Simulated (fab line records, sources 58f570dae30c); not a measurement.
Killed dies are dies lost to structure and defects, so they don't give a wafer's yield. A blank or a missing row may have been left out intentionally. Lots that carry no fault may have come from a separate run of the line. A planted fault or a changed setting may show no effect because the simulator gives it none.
A lot that was struck, set against a sound lot	flow berkeley_cmos170	20 steps out of a route of 331
Sound: these wafers, L926.2, L926.5, L926.6. The struck wafers were L923.2, L923.5, L923.6. The cause is named last.
Order at every step that has rows: each side's tool, ch and its chambers, its first start. Under that, the readings that differ: sound wafers	struck wafers	difference of the means	sigmas: that difference in standard deviations of wafers without a fault.
alike: a reading whose means differ by less than 2 such deviations, as well as words and numbers matching on both sides. not compared: withheld readings; readings where some wafer has no value; bounds like >300 that might hide an equal value; numbers whose values overlap and for which the record gives no deviation.
A row with sigmas, a row that says differs or no value, or rows on one side alone: a step with any of these is where the two part. Numbers that have no deviation but don't overlap get no sigmas and don't part them. A reading missing from all wafers of one side parts the sides only when that side holds two or more wafers.

first, 4 steps without rows for these wafers: UCB170_PLDD_SOFTBAKE_02 (time 60 s); UCB170_PLDD_EXPOSE_03 (exposes mask PSELECT, target cd 1200 nm); UCB170_PLDD_PEB_04; UCB170_PLDD_DEVELOP_05 (develop time 45 s).
UCB170_PLDD_CD_MEAS_06: the cd target is 1200 nm.
  sound on cd_sem-02, day 10 20:29; struck on cd_sem-02, day 10 08:10
  alike: cd_nm
UCB170_PLDD_OVL_MEAS_07:
  sound on overlay-01, day 10 20:35; struck on overlay-01, day 10 08:16
  alike: PLDD_OVL
then, 2 steps without rows for these wafers: UCB170_PLDD_IMPLANT_08; UCB170_PLDD_IMPLANT_09.
UCB170_PLDD_STRIP_10: strips in O2.
  sound on plasma_asher-01 ch 0,1, day 10 20:55; struck on plasma_asher-04 ch 0,1, day 10 08:36
  alike: drypump_motor_current_A, oes_product_au, strip_time_to_endpoint_s
  not compared: rf_hours_counter_h
UCB170_PLDD_TW_MEAS_11:
  sound on film_metro-04, day 10 21:01; struck on film_metro-04, day 10 08:43
  alike: PLDD_TW
then, 2 steps without rows for these wafers: UCB170_PLDD_CLEAN_12 (cleans in SPM, time 600 s); UCB170_NLDD_HMDS_00 (prime time 60 s).
UCB170_NLDD_COAT_01: resist thk 900 nm.
  struck on litho_track-01, day 10 09:10; sound on litho_track-01 ch 0, day 10 21:36
  no value came back on the struck wafers for chill_plate_temp_C (C), dispense_pressure_kPa (kPa); on the sound wafers chill_plate_temp_C (C) reads 22.98 22.86 22.97
then, 4 steps without rows for these wafers: UCB170_NLDD_SOFTBAKE_02 (time 60 s); UCB170_NLDD_EXPOSE_03 (exposes mask NSELECT, target cd 1200 nm); UCB170_NLDD_PEB_04; UCB170_NLDD_DEVELOP_05 (develop time 45 s).
UCB170_NLDD_CD_MEAS_06: the cd target is 1200 nm.
  sound on cd_sem-02, day 10 22:22; struck on cd_sem-02, day 10 09:56
reading	sound	struck	difference	sigmas
cd_nm (nm)	1198.1 1200.0 1199.6	- - -	no value on the struck wafers	
UCB170_NLDD_OVL_MEAS_07:
  sound on overlay-02, day 10 22:28; struck on overlay-01, day 10 10:03
reading	sound	struck	difference	sigmas
NLDD_OVL (nm)	-2 3 2	- - -	no value on the struck wafers	
UCB170_M3_PROBE_99:
  record: rows for the struck wafers here (prober-02, day 11 19:08), none for the sound ones

== WHERE THEY PART ==
First at UCB170_NLDD_COAT_01; last, within this record, at UCB170_M3_PROBE_99.

WHY: whatever the simulator had introduced
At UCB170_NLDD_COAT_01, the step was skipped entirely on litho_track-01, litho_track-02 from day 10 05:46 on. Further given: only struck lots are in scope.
